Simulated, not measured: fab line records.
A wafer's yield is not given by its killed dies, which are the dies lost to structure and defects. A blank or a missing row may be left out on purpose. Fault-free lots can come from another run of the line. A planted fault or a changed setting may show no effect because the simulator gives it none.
Which tool is to blame? :: flow rit_cmos :: 13 lots with 39 wafers sampled at 2 steps, on a route of 202 steps

== WHAT THE GAUGES READ, wafer by wafer ==
The record holds no reading of a measuring or inspecting step that can be judged against a usual standard deviation.

== EACH LOT AND THE TOOL THAT RAN IT (in order: tool; ch and the chambers of the sampled wafers; start) ==
lot: L627
RIT_ACTIVE_STRIP_14: plasma_asher-01 ch 0,1, day 1 15:45
RIT_M1_PROBE_99: -

lot: L628
RIT_ACTIVE_STRIP_14: plasma_asher-02 ch 0,1, day 1 19:54
RIT_M1_PROBE_99: -

lot: L629
RIT_ACTIVE_STRIP_14: plasma_asher-03 ch 0,1, day 2 01:23
RIT_M1_PROBE_99: -

lot: L630
RIT_ACTIVE_STRIP_14: plasma_asher-02 ch 0, day 2 05:50
RIT_M1_PROBE_99: -

lot: L631
RIT_ACTIVE_STRIP_14: plasma_asher-02 ch 0,1, day 2 10:58
RIT_M1_PROBE_99: -

lot: L632
RIT_ACTIVE_STRIP_14: plasma_asher-02 ch 0,1, day 2 15:50
RIT_M1_PROBE_99: -

lot: L633
RIT_ACTIVE_STRIP_14: plasma_asher-01 ch 0,1, day 2 20:54
RIT_M1_PROBE_99: -

lot: L634
RIT_ACTIVE_STRIP_14: plasma_asher-03 ch 0,1, day 3 01:50
RIT_M1_PROBE_99: -

lot: L638
RIT_ACTIVE_STRIP_14: plasma_asher-03 ch 0,1, day 3 21:58
RIT_M1_PROBE_99: prober-02, day 5 16:45

lot: L639
RIT_ACTIVE_STRIP_14: plasma_asher-03 ch 0,1, day 4 02:59
RIT_M1_PROBE_99: prober-01, day 5 23:16

lot: L640
RIT_ACTIVE_STRIP_14: plasma_asher-02 ch 0,1, day 4 07:58
RIT_M1_PROBE_99: -

lot: L641
RIT_ACTIVE_STRIP_14: plasma_asher-01 ch 0,1, day 4 12:50
RIT_M1_PROBE_99: -

lot: L643
RIT_ACTIVE_STRIP_14: plasma_asher-01 ch 0,1, day 4 23:46
RIT_M1_PROBE_99: -
- RIT_ACTIVE_STRIP_14: strips in O2, time 180 s.
- RIT_M1_PROBE_99

== WHAT THE TOOLS THEMSELVES READ (means of the sampled wafers that have a number; where no wafer has one, the mark that the record gives instead) ==
RIT_ACTIVE_STRIP_14. Usual: chamber_pressure_mTorr 4000 mTorr, standard deviation 3.4; drypump_motor_current_A 5.91 A, standard deviation 0.26.
lot: L627
tool: plasma_asher-01
chamber_pressure_mTorr (mTorr): 4002
drypump_motor_current_A (A): 5.87
flag: 

lot: L628
tool: plasma_asher-02
chamber_pressure_mTorr (mTorr): 3999
drypump_motor_current_A (A): 6.02
flag: 

lot: L629
tool: plasma_asher-03
chamber_pressure_mTorr (mTorr): 4000
drypump_motor_current_A (A): 5.87
flag: 

lot: L630
tool: plasma_asher-02
chamber_pressure_mTorr (mTorr): 4002
drypump_motor_current_A (A): 5.98
flag: 

lot: L631
tool: plasma_asher-02
chamber_pressure_mTorr (mTorr): 4002
drypump_motor_current_A (A): 6.01
flag: 

lot: L632
tool: plasma_asher-02
chamber_pressure_mTorr (mTorr): 4003
drypump_motor_current_A (A): 5.97
flag: 

lot: L633
tool: plasma_asher-01
chamber_pressure_mTorr (mTorr): 3998
drypump_motor_current_A (A): 5.85
flag: 

lot: L634
tool: plasma_asher-03
chamber_pressure_mTorr (mTorr): 4004
drypump_motor_current_A (A): 5.86
flag: 

lot: L638
tool: plasma_asher-03
chamber_pressure_mTorr (mTorr): 4664
drypump_motor_current_A (A): 5.87
flag: OFF

lot: L639
tool: plasma_asher-03
chamber_pressure_mTorr (mTorr): 4667
drypump_motor_current_A (A): 5.87
flag: OFF

lot: L640
tool: plasma_asher-02
chamber_pressure_mTorr (mTorr): 3997
drypump_motor_current_A (A): 6.00
flag: 

lot: L641
tool: plasma_asher-01
chamber_pressure_mTorr (mTorr): 3999
drypump_motor_current_A (A): 5.56
flag: 

lot: L643
tool: plasma_asher-01
chamber_pressure_mTorr (mTorr): 4001
drypump_motor_current_A (A): 5.87
flag: 

RIT_M1_PROBE_99. Usual: killed_at_M0_to_M3 0.0, standard deviation 0.14; killed_at_contacts 0.1, standard deviation 0.29; killed_at_front_end 6.3, standard deviation 2.8; killed_dies 6.4, standard deviation 2.8; killed_open 3.3, standard deviation 1.7; killed_short 3.1, standard deviation 1.9.
lot: L638
tool: prober-02
killed_at_M0_to_M3: 0.0
killed_at_contacts: 0.7
killed_at_front_end: 6.0
killed_dies: 6.7
killed_open: 4.0
killed_short: 2.0
flag: 

lot: L639
tool: prober-01
killed_at_M0_to_M3: 0.0
killed_at_contacts: 0.0
killed_at_front_end: 5.7
killed_dies: 5.7
killed_open: 2.3
killed_short: 3.3
flag: 

== THE ANSWER, worked out from the rows above alone ==
Rule: a lot is off if the mean of its wafers that have a number lies more than 3 standard deviations from the usual mean. A lot without any number at a reading at which 4 lots or more have one is off too. Any other lot the step has rows for is counted as sound. First the gauges in route order, then the tools' own readings, where a lot's mean is used as printed above. The first step at which some lot is off is used, and at that step the reading that is off furthest; a lot without a number counts as furthest.
Off, at RIT_ACTIVE_STRIP_14 on chamber_pressure_mTorr: L638, L639.
If a tool, at that step or one of the process steps before it, ran each lot that is off and ran no sound lot following the first of them, it fits. One fits: plasma_asher-03 at RIT_ACTIVE_STRIP_14. A fault onset in the window from L634 (day 3 01:50, its last sound lot) to L638 (day 3 21:58, its first lot off) fits.
On the lots that are off, the tool's own readings at RIT_ACTIVE_STRIP_14 differ by more than 5 times the standard deviation of the sound lots' means, which bears it out; chamber_pressure_mTorr reads 4666 mTorr there versus 4001 mTorr on the sound lots.

== WHAT THE SIMULATOR HAD INSERTED ==
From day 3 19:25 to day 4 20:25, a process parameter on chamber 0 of plasma_asher-03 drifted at RIT_ACTIVE_STRIP_14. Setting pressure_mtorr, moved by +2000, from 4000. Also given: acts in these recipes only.
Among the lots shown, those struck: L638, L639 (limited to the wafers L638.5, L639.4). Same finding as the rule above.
